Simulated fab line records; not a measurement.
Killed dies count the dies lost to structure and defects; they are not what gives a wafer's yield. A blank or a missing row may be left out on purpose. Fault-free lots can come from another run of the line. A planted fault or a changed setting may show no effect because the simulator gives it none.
fab line records	flow berkeley-cmos170
record lots=7	wafers=21	last-day=11
route steps=331 shown START@1 ZERO@6
lots that met no fault: taken from a fault-free run of the same line
start-h: the number of hours between the record's first day and the start of the first shown wafer of the lot	wait-h: hours elapsed since this lot's preceding step	" repeats the value in the row above	L1.1+2: a single row standing in for several wafers	- no value present, or no start provided	* or withheld: withheld	< > ~ a bound
route shown NAME@n: a module of which the file shows steps, and the number in the route of the first	usual: mean and standard deviation over wafers with no fault	same: alike in all rows	chamber/n: place in a boat	sites: the reading at each site	_std_site: how widely they spread, as a standard deviation	_edge_site: mean of outer sites minus mean of inner sites	radius-mm: for every site, how far away it sits from the centre of the wafer	mask NAME#n: copy n	behind: the last tool/chamber to shape the wafer	hold: reason for holding the lot/hours on hold/outcome of the hold	device: which transistor (n, p or np) failed to switch	end of line: the route-end tests of the same wafers	a step given without rows: its recipe and nothing more	killed: count of dies lost to structure and defects at first sort (not the wafer's yield)	map: the dies of a wafer, with x for killed, . for not killed, _ for no die there
set.NAME: the setting that was run; set.NAME@STEP: the one run at that earlier step	model.NAME: the simulator's own value behind a step, which no gauge read
lots seen at some steps along the route; tables by step, rows by wafer
services: from which hour (start-h, from the record's first day; less than 0 if before it) a tool's chamber was out of use, for how many hours, and why
## steps
# step UCB170_START_BOW_MEAS_00
# recipe mode=bow
# usual INCOMING_BOW=0/5.8
lot.wafer	tool	chamber	start-h	wait-h	INCOMING_BOW[um]
L454.2	film-metro-04	-	35.02	-	2
L454.3	"	-	"	"	4
L454.5	"	-	"	"	-8
L455.3	film-metro-03	-	40.04	-	1
L455.4	"	-	"	"	-6
L455.6	"	-	"	"	0
L456.2	film-metro-03	-	45.02	-	4
L456.5	"	-	"	"	1
L456.6	"	-	"	"	-10
L465.1	film-metro-04	-	90.00	-	-3
L465.3	"	-	"	"	-4
L465.5	"	-	"	"	-6
L467.1	film-metro-04	-	100.00	-	10
L467.2	"	-	"	"	-3
L467.4	"	-	"	"	-4
L469.2	film-metro-04	-	110.02	-	-2
L469.3	"	-	"	"	10
L469.6	"	-	"	"	-2
L471.3	film-metro-01	-	120.04	-	2
L471.4	"	-	"	"	-4
L471.5	"	-	"	"	1
# step UCB170_START_CLEAN_01
# recipe chemistry=dHF	dilution=25:1	time-s=60
# step UCB170_START_OXIDATION_02
# recipe temp-c=950	ambient=O2	target-thk-a=200	ox-time-s=1800
# step UCB170_START_THK_MEAS_03
# recipe reads=SiO2_of_START_OXIDATION_02
# usual START_OXIDE_THK=20.0/0.3
lot.wafer	tool	chamber	start-h	wait-h	START_OXIDE_THK[nm]
L454.2	film-metro-04	-	41.86	0.0	20.7
L454.3	"	-	"	"	20.5
L454.5	"	-	"	"	20.6
L455.3	film-metro-01	-	41.87	0.0	20.2
L455.4	"	-	"	"	19.7
L455.6	"	-	"	"	19.9
L456.2	film-metro-04	-	49.14	0.0	19.5
L456.5	"	-	"	"	19.9
L456.6	"	-	"	"	19.8
L465.1	film-metro-03	-	93.26	0.1	20.2
L465.3	"	-	"	"	19.8
L465.5	"	-	"	"	20.1
L467.1	film-metro-03	-	104.48	0.0	19.8
L467.2	"	-	"	"	20.1
L467.4	"	-	"	"	20.0
L469.2	film-metro-01	-	113.09	0.0	20.0
L469.3	"	-	"	"	19.6
L469.6	"	-	"	"	19.7
L471.3	film-metro-01	-	124.26	0.0	19.8
L471.4	"	-	"	"	19.5
L471.5	"	-	"	"	19.8
# step UCB170_START_ANNEAL_04
# recipe temp-c=950	time-s=1200	ambient=N2
# step UCB170_ZERO_HMDS_00
# recipe prime-time-s=60	prime-temp-c=100
# step UCB170_ZERO_COAT_01
# recipe resist=KrF	spin-rpm=1500	resist-thk-nm=900
# step UCB170_ZERO_SOFTBAKE_02
# recipe resist=KrF	temp-c=130	time-s=60
# step UCB170_ZERO_EXPOSE_03
# recipe mask-id=PM_MARKS	na=0.5	sigma-outer=0.6	source-shape=conventional	target-cd-nm=4000	dose-mj=30
# step UCB170_ZERO_PEB_04
# recipe peb-temp-c=130	peb-time-s=withheld	resist=KrF
# step UCB170_ZERO_DEVELOP_05
# recipe developer=TMAH	develop-time-s=45	resist=KrF	dev-temp-c=21
# usual chill-plate-temp-C=23.02/0.11	develop-time-s=45/0
lot.wafer	tool	chamber	start-h	wait-h	chill-plate-temp-C	develop-time-s	model.KrF_of_ZERO_COAT_01.thk-nm
L454.2	litho-track-01	-	46	-	-	-	895.8
L454.3	"	-	"	"	-	-	898.1
L454.5	"	-	"	"	-	-	899
L455.3	litho-track-03	-	46	-	-	-	904.5
L455.4	"	-	"	"	-	-	903
L455.6	"	-	"	"	-	-	903.9
L456.2	litho-track-03	-	54	-	-	-	899.5
L456.5	"	-	"	"	-	-	899.9
L456.6	"	-	"	"	-	-	901.5
L465.1	litho-track-01	0	97	-	23.10	45	882.6
L465.3	"	0	"	"	23.13	45	884.8
L465.5	"	0	"	"	22.97	45	884.6
L467.1	litho-track-01	0	108	-	22.95	45	886.6
L467.2	"	0	"	"	22.76	45	888.6
L467.4	"	0	"	"	22.79	45	886.3
L469.2	litho-track-01	0	119	-	22.92	45	889.2
L469.3	"	0	"	"	23.05	45	887.3
L469.6	"	0	"	"	23.01	45	887.5
L471.3	litho-track-01	0	127	-	23.09	45	882.8
L471.4	"	0	"	"	23.15	45	881.7
L471.5	"	0	"	"	23.05	45	881.5
# step UCB170_ZERO_ETCH_06
# recipe chemistry=CHF3/CF4/Ar	target=SiO2	time-s=12	pressure-mtorr=100	rf-w=500	CHF3_flow_sccm=50	cf4-flow-sccm=10	Ar_flow_sccm=120	over-etch-frac=1.58
# usual drypump-motor-current-A=5.8/0.4	oes-product-au=0.615/0.011	throttle-valve-pct=9.20/0.14
# same over-etch-frac=1.58
lot.wafer	tool	chamber	start-h	wait-h	drypump-motor-current-A	oes-product-au	rf-hours-counter-h	throttle-valve-pct
L454.2	rie-diel-03	0	46.20	-	5.1	0.368	28	9.10
L454.3	"	1	"	"	6.0	0.366	148	9.40
L454.5	"	2	"	"	6.3	0.376	-	9.35
L455.3	rie-diel-04	2	46.53	-	5.8	0.380	129	9.41
L455.4	"	3	"	"	6.3	0.379	81	9.21
L455.6	"	3	"	"	6.3	0.378	-	9.22
L456.2	rie-diel-02	1	54.96	-	5.6	0.365	0	8.94
L456.5	"	3	"	"	5.9	0.374	-	9.29
L456.6	"	2	"	"	5.8	0.377	-	9.06
L465.1	rie-diel-03	0	97.18	-	5.1	0.608	31	9.14
L465.3	"	1	"	"	5.9	0.602	151	9.43
L465.5	"	0	"	"	5.1	0.604	-	9.13
L467.1	rie-diel-02	3	108.85	-	5.8	0.627	107	9.30
L467.2	"	0	"	"	5.8	0.623	2	9.08
L467.4	"	2	"	"	5.8	0.619	32	9.10
L469.2	rie-diel-02	3	119.52	-	5.8	0.628	108	9.31
L469.3	"	0	"	"	5.7	0.631	3	9.10
L469.6	"	3	"	"	5.8	0.633	-	9.31
L471.3	rie-diel-03	3	127.42	-	4.8	0.617	71	9.17
L471.4	"	0	"	"	5.1	0.608	32	9.13
L471.5	"	2	"	"	6.2	0.624	-	9.37
# step UCB170_ZERO_STRIP_07
# recipe chemistry=O2	power-w=400	pressure-mtorr=3500	platen-temp-c=withheld	o2-flow-sccm=400	overash-fraction=0.5
# usual drypump-motor-current-A=5.64/0.24	oes-product-au=0.728/0.0046	strip-time-to-endpoint-s=21.52/0.061
lot.wafer	tool	chamber	start-h	wait-h	drypump-motor-current-A	oes-product-au	rf-hours-counter-h	strip-time-to-endpoint-s
L454.2	plasma-asher-01	0	46.22	0.0	5.66	0.725	37	21.70
L454.3	"	0	"	"	5.63	0.726	-	21.77
L454.5	"	0	"	"	5.66	0.716	-	21.79
L455.3	plasma-asher-03	1	46.59	0.0	5.54	0.720	-	21.95
L455.4	"	0	"	"	5.62	0.725	-	21.90
L455.6	"	0	"	"	5.60	0.730	-	21.90
L456.2	plasma-asher-04	1	54.98	0.0	6.22	0.724	30	21.81
L456.5	"	0	"	"	5.29	0.733	-	21.83
L456.6	"	1	"	"	6.17	0.735	-	21.85
L465.1	plasma-asher-03	1	97.20	0.0	5.56	0.724	32	21.40
L465.3	"	0	"	"	5.60	0.723	-	21.46
L465.5	"	1	"	"	5.53	0.723	-	21.45
L467.1	plasma-asher-03	0	108.87	0.0	5.60	0.727	34	21.52
L467.2	"	1	"	"	5.54	0.725	34	21.54
L467.4	"	1	"	"	5.54	0.725	-	21.48
L469.2	plasma-asher-01	0	119.55	0.0	5.65	0.725	0	21.57
L469.3	"	1	"	"	5.56	0.722	-	21.51
L469.6	"	0	"	"	5.64	0.723	-	21.54
L471.3	plasma-asher-04	1	127.47	0.0	6.19	0.723	-	21.40
L471.4	"	0	"	"	5.31	0.720	-	21.37
L471.5	"	0	"	"	5.30	0.734	-	21.38
## services
tool	chamber	start-h	hours	kind
rie-diel-04	1	23.85	8.2	repair
rie-diel-04	0	29.71	9.6	repair
rie-diel-02	1	31.33	-	clean
rie-diel-02	1	31.33	17.5	scheduled-down
rie-diel-02	1	31.33	17.5	vent-cycle
rie-diel-03	3	37.43	23.6	repair
rie-diel-02	0	48.83	-	clean
rie-diel-02	0	48.83	16.3	scheduled-down
rie-diel-02	0	48.83	16.3	vent-cycle
rie-diel-04	-	62.82	0.6	repair
plasma-asher-04	-	106.57	6.7	repair
plasma-asher-01	-	108.75	9.0	pm
plasma-asher-01	0	108.75	9.0	vent-cycle
plasma-asher-01	1	108.75	9.0	vent-cycle
plasma-asher-01	0	117.75	-	clean
plasma-asher-01	1	117.75	-	clean
rie-diel-02	0	119.95	15.3	repair
rie-diel-02	2	127.36	4.1	repair
## key
first-sign step=UCB170_ZERO_DEVELOP_05	reading=tool-record	direction=missing
effect step=UCB170_ZERO_ETCH_06	reading=oes-product-au	direction=down	sigmas=22	usual=0.615	struck=0.374
effect step=UCB170_ZERO_STRIP_07	reading=strip-time-to-endpoint-s	direction=up	sigmas=5.2	usual=*	struck=*
model-effect step=UCB170_ZERO_DEVELOP_05	value=KrF_of_ZERO_COAT_01.thk-nm	without=886.4	struck=900.6
met-at UCB170_ZERO_DEVELOP_05
struck-wafers L454.2,L454.3,L454.5,L455.3,L455.4,L455.6,L456.2,L456.5,L456.6
later-rows-left-out L454.2,L454.3,L454.5,L455.3,L455.4,L455.6,L456.2,L456.5,L456.6
sort-left-out L454.2,L454.3,L454.5,L455.3,L455.4,L455.6,L456.2,L456.5,L456.6
tester-left-out L454,L455,L456
fault kind=skipped-step-whole	tool=litho-track-01,litho-track-03	chamber=-	onset-h=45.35	steps=UCB170_ZERO_DEVELOP_05	scope=struck-lots-only
# tester-left-out: of these lots the tester's yield and bins aren't shown, on N5 and GAA mostly nor the transistor test; their killed dies are dies lost to structure and defects alone, not to doping, threshold or leakage, so they don't give the yield
# sort-left-out: the simulated sort isn't trusted on such a fault, so these wafers' sort isn't shown, and their yield isn't known
# later-rows-left-out: the simulator's readings of these wafers behind a module that went badly wrong aren't trusted and aren't shown, but for the sort
